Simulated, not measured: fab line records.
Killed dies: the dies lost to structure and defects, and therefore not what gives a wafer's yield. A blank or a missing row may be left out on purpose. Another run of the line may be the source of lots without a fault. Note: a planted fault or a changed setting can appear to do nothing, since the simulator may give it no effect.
fab line records	flow rit_cmos
record: lots: 14	wafers: 42	last_day: 8
route steps=202 shown GATE@96 PSD@152 CONTACT@181 M1@196
lots that met no fault: from a run of the same line without faults
start_h: hours from the record's opening day to when the first of the lot's shown wafers began	wait_h: hours from the lot's prior step to this one	" repeats the value in the row above	L1.1+2: a single row standing in for several wafers	- no value, or no start was given	* or withheld: withheld	< > ~ a bound
route shown NAME@n: NAME is a module with steps in the file, n the number in the route of the first one	usual: mean/standard deviation of fault-free wafers	same: alike in all rows	chamber/n: place in a boat	sites: per-site readings	_std_site: standard deviation of those values	_edge_site: inner sites' mean taken away from outer sites' mean	radius_mm: for every site, how far away it sits from the centre of the wafer	mask NAME#n: copy n	behind: tool/chamber where the wafer was last shaped	hold: why the lot was held/for how many hours/how that ended	device: which transistor (n, p or np) failed to switch	end of line: tests run on the same wafers once the route is complete	a step without rows: its recipe alone	killed: dies that structure and defects cost at the first sort, which is not the same as the wafer's yield	map: a wafer's dies, marking killed ones x, the rest . and places with no die _
set.NAME: the setting as run; set.NAME@STEP: as run at that earlier step	model.NAME: the simulator's own value behind a step, which no gauge read
a sample of lots followed through the steps of the route, with each step as a table and each wafer as a row
services: a tool's chamber out of use, with start hour (start_h, from the record's first day; less than 0 if before it), hours out, and reason
== steps ==
step: RIT_GATE_STRIP_20
recipe: chemistry: O2	time_s: 180	resist: NOVOLAK	platen_temp_c: withheld	power_w: 500	pressure_mtorr: 4000	o2_flow_sccm: 4000
usual: drypump_motor_current_A: 5.9/0.65
lot.wafer	tool	chamber	start_h	wait_h	drypump_motor_current_A	rf_hours_counter_h
L827.2	plasma_asher-02	0	44.48	0.1	6.5	38
L827.4	"	1	"	"	4.9	-
L827.6	"	1	"	"	4.9	-
L828.1	plasma_asher-04	1	51.71	0.1	6.0	40
L828.3	"	0	"	"	6.3	-
L828.4	"	1	"	"	6.0	-
L829.1	plasma_asher-03	1	55.64	0.1	6.5	40
L829.3	"	0	"	"	5.6	-
L829.5	"	0	"	"	5.6	-
L830.2	plasma_asher-02	1	59.90	0.1	4.9	39
L830.3	"	0	"	"	6.6	-
L830.4	"	1	"	"	4.9	-
L831.1	plasma_asher-03	1	68.01	0.1	6.4	41
L831.2	"	0	"	"	5.6	41
L831.5	"	0	"	"	5.6	-
L832.2	plasma_asher-03	1	71.74	0.1	6.4	42
L832.3	"	1	"	"	6.4	-
L832.5	"	0	"	"	5.6	-
L833.1	plasma_asher-02	0	75.01	0.1	6.6	41
L833.4	"	0	"	"	6.6	-
L833.5	"	0	"	"	6.5	-
L838.3	plasma_asher-02	0	96.57	0.1	6.6	-
L838.4	"	1	"	"	4.9	-
L838.6	"	0	"	"	6.6	-
L841.3	plasma_asher-03	1	110.54	0.1	6.4	-
L841.5	"	0	"	"	5.6	-
L841.6	"	1	"	"	6.4	-
L842.1	plasma_asher-02	1	120.22	0.1	4.9	46
L842.3	"	1	"	"	4.9	-
L842.5	"	1	"	"	4.9	-
L843.4	plasma_asher-02	1	121.77	0.1	4.9	-
L843.5	"	1	"	"	4.9	-
L843.6	"	0	"	"	6.6	-
L847.2	plasma_asher-03	0	149.98	0.1	5.6	51
L847.3	"	0	"	"	5.6	-
L847.5	"	1	"	"	6.4	-
L849.4	plasma_asher-02	1	150.32	0.1	4.9	-
L849.5	"	0	"	"	6.6	-
L849.6	"	1	"	"	4.9	-
L850.2	plasma_asher-02	0	166.94	0.1	6.6	50
L850.3	"	0	"	"	6.6	-
L850.4	"	1	"	"	4.9	-
step: RIT_PSD_TW_MEAS_10
usual: PSD_TW: 3415/29
lot.wafer	tool	chamber	start_h	wait_h	PSD_TW
L827.2	film_metro-02	-	59.55	0.1	3354
L827.4	"	-	"	"	3362
L827.6	"	-	"	"	3356
L828.1	film_metro-04	-	63.86	0.1	3405
L828.3	"	-	"	"	3404
L828.4	"	-	"	"	3419
L829.1	film_metro-01	-	68.20	0.1	3459
L829.3	"	-	"	"	3437
L829.5	"	-	"	"	3458
L830.2	film_metro-04	-	73.25	0.1	3414
L830.3	"	-	"	"	3406
L830.4	"	-	"	"	3422
L831.1	film_metro-04	-	80.76	0.1	3421
L831.2	"	-	"	"	3404
L831.5	"	-	"	"	3435
L832.2	film_metro-01	-	85.03	0.1	3433
L832.3	"	-	"	"	3448
L832.5	"	-	"	"	3455
L833.1	film_metro-04	-	89.42	0.1	3412
L833.4	"	-	"	"	3430
L833.5	"	-	"	"	3436
L838.3	film_metro-01	-	110.13	0.1	3449
L838.4	"	-	"	"	3430
L838.6	"	-	"	"	3451
L841.3	film_metro-02	-	124.85	0.1	3361
L841.5	"	-	"	"	3393
L841.6	"	-	"	"	3371
L842.1	film_metro-04	-	132.02	0.1	3407
L842.3	"	-	"	"	3432
L842.5	"	-	"	"	3407
L843.4	film_metro-01	-	134.40	0.1	3436
L843.5	"	-	"	"	3437
L843.6	"	-	"	"	3443
L847.2	film_metro-01	-	171.64	0.1	3415
L847.3	"	-	"	"	3441
L847.5	"	-	"	"	3430
L849.4	film_metro-01	-	172.03	0.1	3429
L849.5	"	-	"	"	3423
L849.6	"	-	"	"	3414
L850.2	film_metro-01	-	179.28	0.1	3439
L850.3	"	-	"	"	3429
L850.4	"	-	"	"	3429
step: RIT_CONTACT_CD_MEAS_90
recipe: target_cd_nm: 1000
usual: cd_nm: 1000.4/2.1
lot.wafer	tool	chamber	start_h	wait_h	cd_nm
L827.2	cd_sem-01	-	62.79	0.1	999.9
L827.4	"	-	"	"	998.8
L827.6	"	-	"	"	999.4
L828.1	cd_sem-01	-	67.30	0.1	1003.6
L828.3	"	-	"	"	1004.9
L828.4	"	-	"	"	1003.3
L829.1	cd_sem-01	-	71.56	0.1	1000.5
L829.3	"	-	"	"	998.3
L829.5	"	-	"	"	999.6
L830.2	cd_sem-01	-	76.50	0.1	1000.7
L830.3	"	-	"	"	1002.6
L830.4	"	-	"	"	1001.8
L831.1	cd_sem-01	-	84.05	0.1	1002.2
L831.2	"	-	"	"	1004.3
L831.5	"	-	"	"	1003.4
L832.2	cd_sem-02	-	88.68	0.1	1001.0
L832.3	"	-	"	"	998.9
L832.5	"	-	"	"	999.5
L833.1	cd_sem-02	-	92.67	0.1	995.7
L833.4	"	-	"	"	999.4
L833.5	"	-	"	"	998.1
L838.3	cd_sem-01	-	113.40	0.1	1000.2
L838.4	"	-	"	"	1001.5
L838.6	"	-	"	"	1000.3
L841.3	cd_sem-02	-	128.24	0.1	996.7
L841.5	"	-	"	"	997.6
L841.6	"	-	"	"	996.0
L842.1	cd_sem-01	-	135.59	0.1	998.4
L842.3	"	-	"	"	999.2
L842.5	"	-	"	"	999.2
L843.4	cd_sem-01	-	137.77	0.1	997.5
L843.5	"	-	"	"	996.3
L843.6	"	-	"	"	997.7
L847.2	cd_sem-02	-	175.34	0.1	1002.9
L847.3	"	-	"	"	1005.6
L847.5	"	-	"	"	1004.0
L849.4	cd_sem-01	-	175.86	0.1	997.8
L849.5	"	-	"	"	997.4
L849.6	"	-	"	"	1000.2
L850.2	cd_sem-02	-	182.72	0.1	1001.1
L850.3	"	-	"	"	1000.6
L850.4	"	-	"	"	1001.5
step: RIT_M1_METAL_ETCH_12
recipe: stop_on: SiO2	chemistry: Cl2/BCl3	target: Al	time_s: 165	over_etch_frac: 0.5	pressure_mtorr: 100	target_depth_a: 6000	rf_w: 250	Cl2_flow_sccm: 60	bcl3_flow_sccm: 50
usual: drypump_motor_current_A: 5.7/0.53	oes_product_au: 0.775/0.011	run_length_s: 193.2/0.44	throttle_valve_pct: 8.40/0.12
lot.wafer	tool	chamber	start_h	wait_h	drypump_motor_current_A	oes_product_au	rf_hours_counter_h	run_length_s	throttle_valve_pct
L827.2	rie_metal-02	1	65.16	0.2	6.4	0.773	1	192.9	8.42
L827.4	"	1	"	"	6.4	0.781	-	193.1	8.40
L827.6	"	1	"	"	6.4	0.785	-	193.1	8.42
L828.1	rie_metal-04	1	69.53	0.2	4.9	0.769	30	193.1	8.23
L828.3	"	1	"	"	4.9	0.765	-	192.7	8.25
L828.4	"	1	"	"	4.9	0.761	-	193.1	8.25
L829.1	rie_metal-01	0	73.79	0.2	5.5	0.785	4	193.6	8.29
L829.3	"	0	"	"	5.5	0.771	-	193.8	8.28
L829.5	"	0	"	"	5.6	0.773	-	194.4	8.25
L830.2	rie_metal-02	0	78.96	0.2	5.8	0.776	1	193.1	8.52
L830.3	"	1	"	"	6.4	0.801	-	192.9	8.40
L830.4	"	0	"	"	5.8	0.778	-	193.0	8.51
L831.1	rie_metal-04	0	86.40	0.2	5.2	0.781	39	193.2	8.41
L831.2	"	1	"	"	4.9	0.769	31	192.8	8.22
L831.5	"	1	"	"	4.9	0.763	-	192.8	8.25
L832.2	rie_metal-01	0	91.04	0.2	5.6	0.764	4	193.8	8.29
L832.3	"	1	"	"	6.2	0.770	-	193.6	8.56
L832.5	"	1	"	"	6.3	0.757	-	193.6	8.59
L833.1	rie_metal-02	1	95.19	0.2	6.4	0.794	1	193.3	8.41
L833.4	"	1	"	"	6.4	0.779	-	193.1	8.41
L833.5	"	0	"	"	5.8	0.773	-	192.7	8.53
L838.3	rie_metal-04	0	115.65	0.2	5.2	0.791	-	192.6	8.39
L838.4	"	1	"	"	4.9	0.981	-	152.0	8.21
L838.6	"	1	"	"	4.9	0.987	-	151.8	8.20
L841.3	rie_metal-04	1	130.70	0.2	4.9	0.987	-	151.5	8.21
L841.5	"	1	"	"	4.9	0.994	-	151.7	8.21
L841.6	"	0	"	"	5.2	0.773	-	192.8	8.41
L842.1	rie_metal-02	1	137.82	0.2	6.4	0.790	1	193.5	8.39
L842.3	"	0	"	"	5.8	0.759	-	193.2	8.52
L842.5	"	1	"	"	6.4	0.777	-	193.4	8.40
L843.4	rie_metal-01	0	140.12	0.1	5.6	0.770	-	193.5	8.29
L843.5	"	1	"	"	6.2	0.764	-	193.3	8.56
L843.6	"	0	"	"	5.6	0.772	-	193.7	8.27
L847.2	rie_metal-02	1	177.63	0.2	6.4	0.793	2	193.0	8.40
L847.3	"	1	"	"	6.4	0.797	-	193.1	8.41
L847.5	"	1	"	"	6.4	0.791	-	193.0	8.40
L849.4	rie_metal-01	1	178.37	0.1	6.2	0.766	-	194.1	8.56
L849.5	"	1	"	"	6.3	0.777	-	193.4	8.55
L849.6	"	0	"	"	5.6	0.774	-	194.1	8.29
L850.2	rie_metal-02	1	185.69	0.2	6.4	0.787	2	193.7	8.42
L850.3	"	0	"	"	5.7	0.760	-	192.9	8.54
L850.4	"	1	"	"	6.4	0.784	-	193.0	8.38
step: RIT_M1_CD_MEAS_90
recipe: target_cd_nm: 2600
usual: cd_nm: 2599.6/2.8
lot.wafer	tool	chamber	start_h	wait_h	cd_nm
L827.2	cd_sem-01	-	65.69	0.1	2598.1
L827.4	"	-	"	"	2599.4
L827.6	"	-	"	"	2599.1
L828.1	cd_sem-02	-	70.20	0.1	2597.8
L828.3	"	-	"	"	2599.0
L828.4	"	-	"	"	2597.3
L829.1	cd_sem-02	-	74.31	0.1	2601.8
L829.3	"	-	"	"	2596.9
L829.5	"	-	"	"	2596.5
L830.2	cd_sem-02	-	79.49	0.1	2593.9
L830.3	"	-	"	"	2597.7
L830.4	"	-	"	"	2595.9
L831.1	cd_sem-02	-	86.92	0.1	2601.2
L831.2	"	-	"	"	2598.4
L831.5	"	-	"	"	2597.1
L832.2	cd_sem-02	-	91.78	0.1	2599.7
L832.3	"	-	"	"	2602.6
L832.5	"	-	"	"	2601.8
L833.1	cd_sem-01	-	95.72	0.1	2599.3
L833.4	"	-	"	"	2600.9
L833.5	"	-	"	"	2599.6
L838.3	cd_sem-01	-	116.15	0.1	2601.8
L838.4	"	-	"	"	2608.7
L838.6	"	-	"	"	2608.1
L841.3	cd_sem-02	-	131.19	0.1	2606.1
L841.5	"	-	"	"	2607.1
L841.6	"	-	"	"	2599.0
L842.1	cd_sem-01	-	138.33	0.1	2600.0
L842.3	"	-	"	"	2593.5
L842.5	"	-	"	"	2598.5
L843.4	cd_sem-01	-	140.71	0.2	2599.7
L843.5	"	-	"	"	2600.6
L843.6	"	-	"	"	2602.4
L847.2	cd_sem-01	-	178.18	0.1	2596.2
L847.3	"	-	"	"	2597.5
L847.5	"	-	"	"	2597.8
L849.4	cd_sem-01	-	178.91	0.1	2600.0
L849.5	"	-	"	"	2602.0
L849.6	"	-	"	"	2600.5
L850.2	cd_sem-01	-	186.23	0.1	2601.6
L850.3	"	-	"	"	2596.8
L850.4	"	-	"	"	2600.0
step: RIT_M1_PROBE_99
usual: defect_limited_yield: 97.6/1	killed_at_M0_to_M3: 0.0/0.083	killed_at_contacts: 0.1/0.23	killed_at_front_end: 6.2/2.8	killed_dies: 6.3/2.7	killed_open: 3.1/2	killed_short: 3.2/1.8
same: gross_dies: 264	killed_at_M4_up: 0	killed_at_back_side: 0	killed_at_other: 0
lot.wafer	tool	chamber	start_h	wait_h	defect_limited_yield[%]	killed_at_M0_to_M3	killed_at_contacts	killed_at_front_end	killed_dies	killed_open	killed_short
L827.2	prober-02	-	67.46	0.1	97.3	0	0	7	7	4	3
L827.4	prober-02	-	67.56	0.2	97.0	0	0	8	8	4	4
L827.6	prober-02	-	67.66	0.2	97.0	0	0	8	8	6	2
L828.1	prober-01	-	71.94	0.1	99.2	0	0	2	2	1	1
L828.3	prober-01	-	72.04	0.2	97.7	0	0	6	6	3	3
L828.4	prober-01	-	72.09	0.2	98.1	0	0	5	5	2	3
L829.1	prober-02	-	76.05	0.1	97.7	0	0	6	6	3	3
L829.3	prober-02	-	76.15	0.2	98.9	0	0	3	3	2	1
L829.5	prober-02	-	76.25	0.2	97.7	0	0	6	6	3	3
L830.2	prober-01	-	81.26	0.1	98.1	0	0	5	5	2	3
L830.3	prober-01	-	81.31	0.2	97.7	0	0	6	6	1	5
L830.4	prober-01	-	81.36	0.2	97.0	0	0	8	8	4	4
L831.1	prober-02	-	88.66	0.1	97.0	0	0	8	8	1	7
L831.2	prober-02	-	88.71	0.1	98.1	0	0	5	5	2	3
L831.5	prober-02	-	88.86	0.2	97.3	0	0	7	7	4	3
L832.2	prober-01	-	93.55	0.1	95.8	0	0	11	11	4	7
L832.3	prober-01	-	93.60	0.2	97.3	0	0	7	7	3	4
L832.5	prober-01	-	93.70	0.2	99.2	0	0	2	2	1	1
L833.1	prober-02	-	97.46	0.1	99.2	1	0	1	2	1	1
L833.4	prober-02	-	97.61	0.2	96.2	0	0	10	10	6	4
L833.5	prober-02	-	97.66	0.2	98.1	0	0	5	5	3	2
L838.3	prober-02	-	117.95	0.2	97.3	0	0	7	7	2	5
L838.4	prober-02	-	118.00	0.2	98.1	0	0	5	5	3	2
L838.6	prober-02	-	118.10	0.2	97.3	0	0	7	7	4	3
L841.3	prober-01	-	132.99	0.2	95.8	0	0	11	11	6	5
L841.5	prober-01	-	133.09	0.2	96.2	0	0	10	10	4	6
L841.6	prober-01	-	133.14	0.2	98.5	0	0	4	4	4	0
L842.1	prober-02	-	140.07	0.1	97.7	0	0	6	6	0	6
L842.3	prober-02	-	140.17	0.2	99.2	0	0	2	2	1	1
L842.5	prober-02	-	140.27	0.2	96.2	0	0	10	10	7	3
L843.4	prober-01	-	142.54	0.2	95.5	0	0	12	12	4	8
L843.5	prober-01	-	142.59	0.2	96.6	0	1	8	9	6	3
L843.6	prober-01	-	142.64	0.2	96.2	0	0	10	10	6	4
L847.2	prober-01	-	179.95	0.1	98.9	0	0	3	3	2	1
L847.3	prober-01	-	180.00	0.2	98.5	0	1	3	4	2	2
L847.5	prober-01	-	180.10	0.2	97.3	0	0	7	7	4	3
L849.4	prober-02	-	181.55	0.2	98.1	0	0	5	5	3	2
L849.5	prober-02	-	181.60	0.2	96.2	0	0	10	10	6	4
L849.6	prober-02	-	181.65	0.2	99.2	0	0	2	2	1	1
L850.2	prober-02	-	188.00	0.1	97.3	0	0	7	7	3	4
L850.3	prober-02	-	188.05	0.2	99.2	0	0	2	2	1	1
L850.4	prober-02	-	188.10	0.2	98.1	0	0	5	5	3	2
killed by level:class
L827.2 GATE:geometric_particle:open=2 SILICIDE:geometric_particle:short=2 FOX1:geometric_particle:open=1 FOX2:geometric_particle:open=1 REOX:geometric_particle:short=1
L827.4 FOX1:geometric_particle:open=2 REOX:geometric_particle:short=2 GATE:geometric_particle:short=1 GATE:geometric_particle:open=1 REOX:geometric_particle:open=1 SPACER:geometric_particle:short=1
L827.6 FOX1:geometric_particle:open=2 REOX:geometric_particle:open=2 GATE:geometric_particle:open=1 GATE:geometric_particle:short=1 REOX:geometric_particle:short=1 SPACER:geometric_particle:open=1
L828.1 FOX2:geometric_particle:open=1 SILICIDE:geometric_particle:short=1
L828.3 REOX:geometric_particle:open=2 REOX:geometric_particle:short=1 SPACER:geometric_particle:open=1 SPACER:geometric_particle:short=1 SILICIDE:geometric_particle:short=1
L828.4 GATE:geometric_particle:short=2 REOX:geometric_particle:open=1 SPACER:geometric_particle:short=1 SPACER:geometric_particle:open=1
L829.1 REOX:geometric_particle:open=2 FOX2:geometric_particle:short=1 GATE:geometric_particle:open=1 GATE:geometric_particle:short=1 SILICIDE:geometric_particle:short=1
L829.3 FOX1:geometric_particle:open=2 GATE:geometric_particle:short=1
L829.5 FOX1:geometric_particle:open=3 FOX1:geometric_particle:short=1 FOX2:geometric_particle:short=1 REOX:geometric_particle:short=1
L830.2 GATE:geometric_particle:short=2 GATE:geometric_particle:open=1 REOX:geometric_particle:short=1 SPACER:geometric_particle:open=1
L830.3 FOX2:geometric_particle:short=2 GATE:geometric_particle:short=1 REOX:geometric_particle:open=1 REOX:geometric_particle:short=1 SILICIDE:geometric_particle:short=1
L830.4 GATE:geometric_particle:open=3 REOX:geometric_particle:short=2 GATE:geometric_particle:short=1 SILICIDE:geometric_particle:open=1 SILICIDE:geometric_particle:short=1
L831.1 FOX1:geometric_particle:short=3 GATE:geometric_particle:short=3 ACTIVE:geometric_particle:short=1 GATE:geometric_particle:open=1
L831.2 GATE:geometric_particle:short=2 FOX1:geometric_particle:short=1 GATE:geometric_particle:open=1 SPACER:geometric_particle:open=1
L831.5 FOX1:geometric_particle:short=2 GATE:geometric_particle:open=2 FOX1:geometric_particle:open=1 GATE:geometric_particle:short=1 SPACER:geometric_particle:open=1
L832.2 GATE:geometric_particle:open=3 GATE:geometric_particle:short=2 SPACER:geometric_particle:short=2 SILICIDE:geometric_particle:short=2 FOX1:geometric_particle:open=1 FOX1:geometric_particle:short=1
L832.3 SILICIDE:geometric_particle:open=2 FOX1:geometric_particle:short=1 FOX2:geometric_particle:short=1 SILICIDE:geometric_particle:short=1 GATE:geometric_particle:open=1 SPACER:geometric_particle:short=1
L832.5 REOX:geometric_particle:open=1 SPACER:geometric_particle:short=1
L833.1 REOX:geometric_particle:open=1 M1:geometric_particle:short=1
L833.4 REOX:geometric_particle:open=3 GATE:geometric_particle:open=2 SILICIDE:geometric_particle:short=2 FOX1:geometric_particle:short=1 FOX1:geometric_particle:open=1 REOX:geometric_particle:short=1
L833.5 GATE:geometric_particle:short=2 FOX1:geometric_particle:open=1 GATE:geometric_particle:open=1 REOX:geometric_particle:open=1
L838.3 FOX1:geometric_particle:short=1 GATE:geometric_particle:open=1 GATE:geometric_particle:short=1 REOX:geometric_particle:short=1 REOX:geometric_particle:open=1 SPACER:geometric_particle:short=1 SILICIDE:geometric_particle:short=1
L838.4 ACTIVE:geometric_particle:short=1 FOX2:geometric_particle:open=1 GATE:geometric_particle:short=1 GATE:geometric_particle:open=1 SPACER:geometric_particle:open=1
L838.6 FOX2:geometric_particle:open=2 SILICIDE:geometric_particle:short=2 FOX2:geometric_particle:short=1 GATE:geometric_particle:open=1 SILICIDE:geometric_particle:open=1
L841.3 GATE:geometric_particle:short=3 REOX:geometric_particle:open=2 FOX2:geometric_particle:open=1 GATE:geometric_particle:open=1 REOX:geometric_particle:short=1 SPACER:geometric_particle:open=1 SILICIDE:geometric_particle:short=1 SILICIDE:geometric_particle:open=1
L841.5 GATE:geometric_particle:short=2 GATE:geometric_particle:open=2 REOX:geometric_particle:short=2 FOX2:geometric_particle:open=1 FOX2:geometric_particle:short=1 SPACER:geometric_particle:open=1 SILICIDE:geometric_particle:short=1
L841.6 FOX1:geometric_particle:open=2 GATE:geometric_particle:open=1 REOX:geometric_particle:open=1
L842.1 SPACER:geometric_particle:short=2 FOX1:geometric_particle:short=1 FOX2:geometric_particle:short=1 GATE:geometric_particle:short=1 REOX:geometric_particle:short=1
L842.3 GATE:geometric_particle:open=1 GATE:geometric_particle:short=1
L842.5 GATE:geometric_particle:open=4 GATE:geometric_particle:short=2 FOX1:geometric_particle:open=1 REOX:geometric_particle:short=1 REOX:geometric_particle:open=1 SILICIDE:geometric_particle:open=1
L843.4 GATE:geometric_particle:short=4 FOX2:geometric_particle:short=2 SILICIDE:geometric_particle:open=2 FOX1:geometric_particle:short=1 FOX2:geometric_particle:open=1 REOX:geometric_particle:open=1 SILICIDE:geometric_particle:short=1
L843.5 GATE:geometric_particle:open=3 SPACER:geometric_particle:open=3 GATE:geometric_particle:short=1 SPACER:geometric_particle:short=1 CONTACT:geometric_particle:short=1
L843.6 GATE:geometric_particle:open=3 SILICIDE:geometric_particle:open=3 GATE:geometric_particle:short=2 REOX:geometric_particle:short=1 SILICIDE:geometric_particle:short=1
L847.2 FOX1:geometric_particle:short=1 REOX:geometric_particle:open=1 SPACER:geometric_particle:open=1
L847.3 GATE:geometric_particle:short=2 SPACER:geometric_particle:open=1 CONTACT:geometric_particle:open=1
L847.5 FOX1:geometric_particle:short=2 SPACER:geometric_particle:open=2 FOX2:geometric_particle:open=1 GATE:geometric_particle:open=1 GATE:geometric_particle:short=1
L849.4 REOX:geometric_particle:open=2 FOX1:geometric_particle:open=1 SPACER:geometric_particle:short=1 SILICIDE:geometric_particle:short=1
L849.5 REOX:geometric_particle:open=5 SPACER:geometric_particle:short=3 REOX:geometric_particle:short=1 SPACER:geometric_particle:open=1
L849.6 REOX:geometric_particle:short=1 SILICIDE:geometric_particle:open=1
L850.2 GATE:geometric_particle:short=2 REOX:geometric_particle:open=2 ACTIVE:geometric_particle:short=1 SPACER:geometric_particle:open=1 SILICIDE:geometric_particle:short=1
L850.3 FOX2:geometric_particle:short=1 GATE:geometric_particle:open=1
L850.4 GATE:geometric_particle:short=2 FOX1:geometric_particle:open=1 FOX2:geometric_particle:open=1 SILICIDE:geometric_particle:open=1
== services ==
tool	chamber	start_h	hours	kind
plasma_asher-02	-	25.54	0.4	repair
rie_metal-04	1	31.25	5.5	repair
plasma_asher-04	-	45.85	1.2	repair
rie_metal-04	0	57.60	16.7	repair
rie_metal-02	0	66.56	4.9	repair
rie_metal-04	0	101.85	2.4	repair
plasma_asher-04	-	108.75	9.0	pm
plasma_asher-04	0	108.75	9.0	vent_cycle
plasma_asher-04	1	108.75	9.0	vent_cycle
plasma_asher-04	0	117.75	-	clean
plasma_asher-04	1	117.75	-	clean
rie_metal-04	-	136.12	20.0	pm
rie_metal-04	0	136.12	20.0	vent_cycle
rie_metal-04	1	136.12	20.0	vent_cycle
rie_metal-04	0	156.12	-	clean
rie_metal-04	1	156.12	-	clean
rie_metal-04	1	164.06	16.1	repair
rie_metal-04	0	168.38	2.7	repair
== key ==
first_sign: step: RIT_M1_METAL_ETCH_12	reading: run_length_s	direction: down	sigmas: 95	usual: *	struck: *
effect: step: RIT_M1_METAL_ETCH_12	reading: oes_product_au	direction: up	sigmas: 19	usual: 0.775	struck: 0.987
effect: step: RIT_M1_CD_MEAS_90	reading: cd_nm	direction: up	sigmas: 2.9	usual: 2599.6	struck: 2607.5
met_at RIT_M1_METAL_ETCH_12
struck_lots L838,L841
struck_wafers L838.4,L838.6,L841.3,L841.5
not_acting_at RIT_GATE_STRIP_20,RIT_PSD_TW_MEAS_10,RIT_CONTACT_CD_MEAS_90
onset_between 86.40 115.65
fault: kind: process_parameter_drift	tool: rie_metal-04	chamber: 1	onset_h: 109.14	steps: RIT_M1_METAL_ETCH_12	channel: time_s	offset: *	shape: step	end_h: 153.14	stated: *
